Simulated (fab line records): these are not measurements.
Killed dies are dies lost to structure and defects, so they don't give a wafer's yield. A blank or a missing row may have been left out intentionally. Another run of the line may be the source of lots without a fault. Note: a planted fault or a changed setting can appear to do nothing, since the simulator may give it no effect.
Struck lot and sound lot, side by side -- flow rit-cmos -- 18 steps out of a route of 202
Sound: the wafers L390.1, L390.5, L390.6. Wafers struck: L393.1, L393.2, L393.5. The cause comes at the end.
Per side, at each step with rows, come the tool, then ch with its chambers, and then its first start. Under that, the readings that differ: sound wafers -- struck wafers -- difference of the means -- sigmas: that difference in standard deviations of wafers without a fault.
alike: readings with means less than 2 such deviations apart, plus words and numbers identical on both sides. not compared: withheld readings, readings lacking a value on some wafer, bounds such as >300 that could conceal the same value, and numbers that have no deviation in the record and whose values overlap.
The two part at a step that has a row with sigmas, a row that says differs or no value, or rows on one side only. Numbers that have no deviation but don't overlap get no sigmas and don't part them. Lack of a reading on every wafer of one side parts them only where that side has two or more wafers.

first, 1 step without rows for these wafers: RIT_PLDD_IMPLANT_08.
RIT_PLDD_STRIP_09: strips in O2, time 180 s.
  sound on plasma-asher-04 ch 0,1, day 4 00:55; struck on plasma-asher-04 ch 0,1, day 4 13:16
  alike: drypump-motor-current-A
  not compared: rf-hours-counter-h
RIT_PLDD_TW_MEAS_10:
  sound on film-metro-01, day 4 01:05; struck on film-metro-01, day 4 13:26
  alike: PLDD_TW
then, 4 steps without rows for these wafers: RIT_SPACER_CLEAN_00 (cleans in SC1, time 600 s); RIT_SPACER_CLEAN_01 (cleans in dHF, time 30 s); RIT_SPACER_CLEAN_02 (cleans in SC2, time 600 s); RIT_SPACER_CVD_03 (deposits Si3N4 from SiH2Cl2/NH3, target thk 250 nm, time 3300 s).
RIT_SPACER_THK_MEAS_04:
  sound on film-metro-04, day 4 03:26; struck on film-metro-04, day 4 15:47
  alike: SPACER_NITRIDE_THK
RIT_SPACER_ETCHBACK_05: etches Si3N4 in SF6/CHF3, stops on SiO2, target depth 250 nm, time 240 s.
  sound on rie-diel-01 ch 0,1,2, day 4 03:29; struck on rie-diel-01 ch 0,1,3, day 4 15:50
  alike: drypump-motor-current-A, oes-product-au, throttle-valve-pct
  not compared: rf-hours-counter-h
then, 3 steps without rows for these wafers: RIT_NSD_HMDS_00 (prime time 60 s); RIT_NSD_COAT_01 (resist thk 1000 nm); RIT_NSD_SOFTBAKE_02 (time 60 s).
RIT_NSD_EXPOSE_03: exposes mask M9, target cd 40700 nm.
  sound on iline-stepper-01 ch 0, day 4 04:05; struck on iline-stepper-01 ch 0, day 4 16:26
reading,sound,struck,difference,sigmas
model.NSD.overlay-x-nm (nm),0.4705 0.4705 0.4705,3638 3638 3638,+3638,
  alike: mask, exposure-dose-mJ-cm2, stage-vel-mm-s
then, 2 steps without rows for these wafers: RIT_NSD_PEB_04; RIT_NSD_DEVELOP_05 (develop time 50 s).
RIT_NSD_OVL_MEAS_06:
  sound on overlay-02, day 4 04:29; struck on overlay-01, day 4 16:50
reading,sound,struck,difference,sigmas
NSD_OVL (nm),0.4 0.0 1.1,3636.8 3637.8 3636.7,+3636.6,+99 or more
then, 1 step without rows for these wafers: RIT_NSD_HARDBAKE_07 (time 60 s).
RIT_M1_PROBE_99:
  the record has rows for the sound wafers here (prober-02, day 4 14:34) and none for the struck ones

## WHERE THEY PART
At RIT_NSD_OVL_MEAS_06 first; at RIT_M1_PROBE_99 last (within this record only).

WHY: what had been put in by the simulator
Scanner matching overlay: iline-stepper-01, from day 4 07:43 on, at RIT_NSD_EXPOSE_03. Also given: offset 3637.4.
